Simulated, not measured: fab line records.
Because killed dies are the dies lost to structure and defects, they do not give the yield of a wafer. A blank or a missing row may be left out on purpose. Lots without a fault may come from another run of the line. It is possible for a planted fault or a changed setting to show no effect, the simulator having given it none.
Problem report, 8D (eight disciplines) form, completed by code :: flow berkeley cmos170 :: the parts of the form that need people (team, actions taken, sign-off) are left out

== 1. WHAT WENT WRONG ==
M3_AL_RS at UCB170_M3_RS_MEAS_02 reads a mean of 0.0376 ohm/sq on 1 wafer of 1 lot; wafers without a fault read 0.0323 ohm/sq with a standard deviation of 0.00044. That is +12 standard deviations from the usual mean.
The step: measures by four-point-probe.
Earliest sighting: wafer L757.3 on film metro-04 at day 10 21:36. At this step, 39 wafers from 13 lots have a number in the record. The rule behind "out" and "out of limits": a value lying over 4 standard deviations away from the usual mean. The rest of the wafers with a number are treated as sound.

== 2. WHAT IT IS, WHAT IT ISN'T ==
question: which readings at this step
is: M3_AL_RS
is not: -

question: which lots
is: L757
is not: L741, L742, L743, L744, L745, L747, L748, L749, L753, L758, L759, L763

question: which wafers of those lots
is: L757.3
is not: L757.2, L757.6

question: read on which gauges
is: film metro-04
is not: film metro-01, film metro-02

question: when
is: from day 10 21:36
is not: up to then (29 sound wafers); but 9 sound wafers of L758, L759, L763 came after

== 3. WHAT RULES OUT EACH SUSPECT ==
Counting: any tool at a process step up to the reading remains a suspect provided it ran every lot that is out. Sound lots after the first of them don't rule it out here, since some wafers of a struck lot are sound.
- ruled out: the gauge at UCB170_M3_RS_MEAS_02. All the wafers that are out were read on film metro-04, but those of them that UCB170_M3_SPUTTER_01 has rows for are out there too, on other tools.
- pvd sputter-04 at UCB170_M3_SPUTTER_01 (material Al, target thk 900 nm, time 120 s): kept. The lot that is out, L757, ran on it at day 10 21:29; the last sound lot it ran before that was L748, at day 9 19:26. Its own readings are out on those wafers: cathode dc power W.
Left after counting: pvd sputter-04 at UCB170_M3_SPUTTER_01.

== 4. THE CAUSE (what the simulator had put in) ==
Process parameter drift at UCB170_M3_SPUTTER_01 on pvd sputter-04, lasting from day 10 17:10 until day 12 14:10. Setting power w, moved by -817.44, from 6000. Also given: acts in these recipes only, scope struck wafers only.
The count eliminated every tool but this one.

== 5. THE EFFECT CHAIN, in route order ==
One row per reading whose mean, taken over the struck wafers that have a number, lies over 3 standard deviations from the usual. Readings are gone through only where the record gives a usual standard deviation; hours: the median, over the lots, of the time from a lot's start at the first step in this table giving one to that lot's start at this step; sigmas: the change measured in usual standard deviations.
hours: 0
step: UCB170_M3_SPUTTER_01
reading: cathode dc power W
usual: 6000.1 W
on struck wafers: 5183.1
change: -817.0
sigmas: -99 or more

hours: 0
step: UCB170_M3_RS_MEAS_02
reading: M3_AL_RS
usual: 0.0323 ohm/sq
on struck wafers: 0.0376
change: +0.0053
sigmas: +12

hours: 6
step: UCB170_M3_THK_MEAS_03
reading: M3_AL_THK
usual: 896 nm
on struck wafers: 763
change: -133
sigmas: -12

hours: 13
step: UCB170_M3_METAL_ETCH_18
reading: oes product au
usual: 0.861 a.u.
on struck wafers: 0.815
change: -0.046
sigmas: -4.2
Its process steps:
- UCB170_M3_SPUTTER_01: material Al, target thk 900 nm, time 120 s.
- UCB170_M3_METAL_ETCH_18: etches Al in Cl2/BCl3, stops on SiO2, target depth 1170 nm, time 195 s.

== 6. HOW IT WOULD HAVE BEEN CAUGHT EARLIER ==
In this record the first reading out of limits at a measuring or inspecting step was taken at day 10 21:36, 4 hours after the fault began at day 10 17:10.
The tool's own readings at UCB170_M3_SPUTTER_01 were out on every struck wafer that the step has a row for (cathode dc power W): an alarm limit on them would have fired on the first of those.
By day 10 21:36, every lot that is out (1) had started UCB170_M3_SPUTTER_01 on pvd sputter-04. A hold on the tool at that time would have spared none of them.
